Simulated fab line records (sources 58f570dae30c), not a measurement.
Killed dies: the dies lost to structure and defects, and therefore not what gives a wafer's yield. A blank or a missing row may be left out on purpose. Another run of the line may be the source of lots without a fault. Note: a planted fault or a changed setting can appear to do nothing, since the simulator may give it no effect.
Problem report, 8D (eight disciplines) form, completed by code -- flow berkeley cmos170 -- the parts of the form that need people (team, actions taken, sign-off) are left out

== 1. WHAT IS WRONG ==
Mean of tube center temp C at UCB170_M1_ANNEAL_14: 480.00 C across 9 wafers in 3 lots; on wafers with no fault it is 400.01 C (standard deviation 0.035). That is +99 or more standard deviations from the usual mean.
The step: time 1200 s.
The first sign was on wafer L427.1 at day 10 16:08, on furnace-03. Wafers with a number at this step in the record: 42, from 14 lots. The rule behind "out" and "out of limits": a value lying over 4 standard deviations away from the usual mean. The rest of the wafers with a number are treated as sound.

== 2. WHAT IT IS; WHAT IT IS NOT ==
question,is,is not
which readings at this step,"tube center temp C, spike tc centre C, spike tc load C, spike tc source C, tube_center_temp_C_max, zone power centre pct, zone power load pct, zone power source pct",-
which lots,"L426, L427, L428","L415, L416, L417, L418, L419, L420, L421, L422, L423, L424, L425"
which wafers of those lots,all that have a number,-
read on which tools,furnace-03,-
when,from day 10 16:08,up to then (33 sound wafers)

== 3. THE SUSPECTS, EACH WITH WHAT RULES IT OUT ==
Counting: any tool at a process step up to the reading is kept as a suspect provided that every lot that is out went through it and no sound lot did after the first of them.
- furnace-03 at UCB170_M1_ANNEAL_14 (time 1200 s): kept. Every lot that is out went through it, starting with L427 (day 10 16:08), and after that it ran no sound lot; the last sound lot it ran before then is L425 (day 10 10:02). Its own readings are out on those wafers: spike tc centre C, spike tc load C, spike tc source C, tube center temp C, tube_center_temp_C_max, zone power centre pct, zone power load pct, zone power source pct.
Left after counting: furnace-03 at UCB170_M1_ANNEAL_14.

== 4. THE CAUSE (what the simulator had put in) ==
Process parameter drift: furnace-03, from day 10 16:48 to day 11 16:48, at UCB170_M1_ANNEAL_14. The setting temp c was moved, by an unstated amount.
After counting, this tool was the only one left.

== 5. THE CHAIN OF EFFECTS, in route order ==
Rows list readings where the struck wafers' mean (over those with a number) sits beyond 3 standard deviations from the usual. Readings are gone through only where the record gives a usual standard deviation; hours: the median, over the lots, of the time from a lot's start at the first step in this table giving one to that lot's start at this step; sigmas: the change measured in usual standard deviations.
hours,step,reading,usual,on struck wafers,change,sigmas
0,UCB170_M1_ANNEAL_14,spike tc centre C,404.2 C,483.8,+79.6,+80
0,UCB170_M1_ANNEAL_14,spike tc load C,412.0 C,493.8,+81.8,+82
0,UCB170_M1_ANNEAL_14,spike tc source C,416.4 C,497.9,+81.5,+82
0,UCB170_M1_ANNEAL_14,tube center temp C,400.01 C,480.00,+79.99,+99 or more
0,UCB170_M1_ANNEAL_14,tube_center_temp_C_max,401.04,481.04,+80.00,+99 or more
0,UCB170_M1_ANNEAL_14,zone power centre pct,18.50 %,22.67,+4.17,+23
0,UCB170_M1_ANNEAL_14,zone power load pct,5.34 %,7.30,+1.96,+36
0,UCB170_M1_ANNEAL_14,zone power source pct,6.30 %,8.55,+2.25,+37
Its process steps:
- UCB170_M1_ANNEAL_14: time 1200 s.
Later steps that measure or inspect, where all struck wafers having a row at the step show a number for every such reading and not one has moved that far: UCB170_V1_THK_MEAS_01, UCB170_V1_OVL_MEAS_13.

== 6. HOW IT WOULD HAVE BEEN CAUGHT EARLIER ==
In this record the first reading out of limits was taken at day 10 16:08.
